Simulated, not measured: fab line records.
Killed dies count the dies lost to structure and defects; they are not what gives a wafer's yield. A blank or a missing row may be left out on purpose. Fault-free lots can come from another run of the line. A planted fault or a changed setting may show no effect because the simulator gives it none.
Check of tool commonality + flow rit_cmos + 39 wafers sampled across 13 lots

== REASON FOR OPENING ==
1 of 13 lots carry a flag on the reading NRETRO_TW at RIT_NRETRO_TW_MEAS_10. Wafers without a fault read 1047, standard deviation 7.6.
Rule: a lot is flagged when every wafer of it that has a number lies more than 4 standard deviations from that mean, or none has a number. The other lots count as sound.

| lot  | measured    | on            | NRETRO_TW, wafer by wafer | flag    |
|------|-------------|---------------|---------------------------|---------|
| L142 | day 2 08:07 | film_metro-03 | 1043 1047 1045            |         |
| L143 | day 2 13:19 | film_metro-03 | 1050 1050 1046            |         |
| L145 | day 3 00:26 | film_metro-02 | 1042 1048 1046            |         |
| L147 | day 3 11:39 | film_metro-04 | 1053 1049 1052            |         |
| L150 | day 3 23:32 | film_metro-02 | 30 30 30                  | FLAGGED |
| L152 | day 4 10:58 | film_metro-03 | 1047 1050 1050            |         |
| L156 | day 5 06:19 | film_metro-02 | 1039 1040 1034            |         |
| L159 | day 5 20:07 | film_metro-04 | 1047 1050 1042            |         |
| L161 | day 6 06:51 | film_metro-03 | 1057 1058 1056            |         |
| L162 | day 6 12:25 | film_metro-03 | 1056 1058 1055            |         |
| L163 | day 6 15:23 | film_metro-02 | 1039 1038 1042            |         |
| L164 | day 6 21:04 | film_metro-04 | 1060 1064 1065            |         |
| L165 | day 7 05:19 | film_metro-04 | 1048 1042 1050            |         |
Averaged over the flagged lots the numbers come to 30, -1017 from the usual (-99 or more standard deviations).

== TOOL THAT RAN EACH LOT ==
The record keeps 1 process step preceding the reading, out of 202 steps on the route. In each cell: the tool, then ch and the chambers that the sampled wafers went through, then the start.
| lot  | flag    | RIT_NRETRO_EXPOSE_03               |
|------|---------|------------------------------------|
| L142 |         | iline_stepper-02 ch 0, day 2 07:04 |
| L143 |         | iline_stepper-01 ch 0, day 2 12:16 |
| L145 |         | iline_stepper-02 ch 0, day 2 23:25 |
| L147 |         | iline_stepper-01 ch 0, day 3 10:37 |
| L150 | FLAGGED | iline_stepper-01 ch 0, day 3 22:29 |
| L152 |         | iline_stepper-02 ch 0, day 4 09:56 |
| L156 |         | iline_stepper-02 ch 0, day 5 05:17 |
| L159 |         | iline_stepper-01 ch 0, day 5 18:49 |
| L161 |         | iline_stepper-02 ch 0, day 6 05:49 |
| L162 |         | iline_stepper-01 ch 0, day 6 11:23 |
| L163 |         | iline_stepper-01 ch 0, day 6 14:21 |
| L164 |         | iline_stepper-01 ch 0, day 6 20:02 |
| L165 |         | iline_stepper-01 ch 0, day 7 04:17 |
What the steps here do:
- RIT_NRETRO_EXPOSE_03: exposes mask M4, target cd 43900 nm.
- RIT_NRETRO_TW_MEAS_10

== FLAGGED AGAINST TOTAL, ONE TOOL AT A TIME (gauges that did the reading follow at the end) ==
| step                  | tool             | lots run | flagged | share of the flagged lots | sound lots run after its first flagged lot |
|-----------------------|------------------|----------|---------|---------------------------|--------------------------------------------|
| RIT_NRETRO_EXPOSE_03  | iline_stepper-01 | 8        | 1       | all                       | 5 (L159,L162,L163,L164,L165)               |
| RIT_NRETRO_EXPOSE_03  | iline_stepper-02 | 5        | 0       | none                      | -                                          |
| RIT_NRETRO_TW_MEAS_10 | film_metro-02    | 4        | 1       | all                       | 2 (L156,L163)                              |
| RIT_NRETRO_TW_MEAS_10 | film_metro-03    | 5        | 0       | none                      | -                                          |
| RIT_NRETRO_TW_MEAS_10 | film_metro-04    | 4        | 0       | none                      | -                                          |

== WHAT THE TABLE ALLOWS ==
iline_stepper-01 at RIT_NRETRO_EXPOSE_03 and film_metro-02 at RIT_NRETRO_TW_MEAS_10 are the 2 rows of the table that ran each flagged lot.
- iline_stepper-01 at RIT_NRETRO_EXPOSE_03 ran 8 lots, 1 of them flagged. Sound lots ran on it after the first flagged one (L159, L162, L163, L164, L165), which a lasting fault on the whole tool wouldn't allow.
- film_metro-02 at RIT_NRETRO_TW_MEAS_10 ran 4 lots, 1 of them flagged. Sound lots ran on it after the first flagged one (L156, L163), which a lasting fault on the whole tool wouldn't allow.
None of the table's rows ran every flagged lot and, after the first, no sound lot.

== WHAT THE SIMULATOR HAD PUT IN ==
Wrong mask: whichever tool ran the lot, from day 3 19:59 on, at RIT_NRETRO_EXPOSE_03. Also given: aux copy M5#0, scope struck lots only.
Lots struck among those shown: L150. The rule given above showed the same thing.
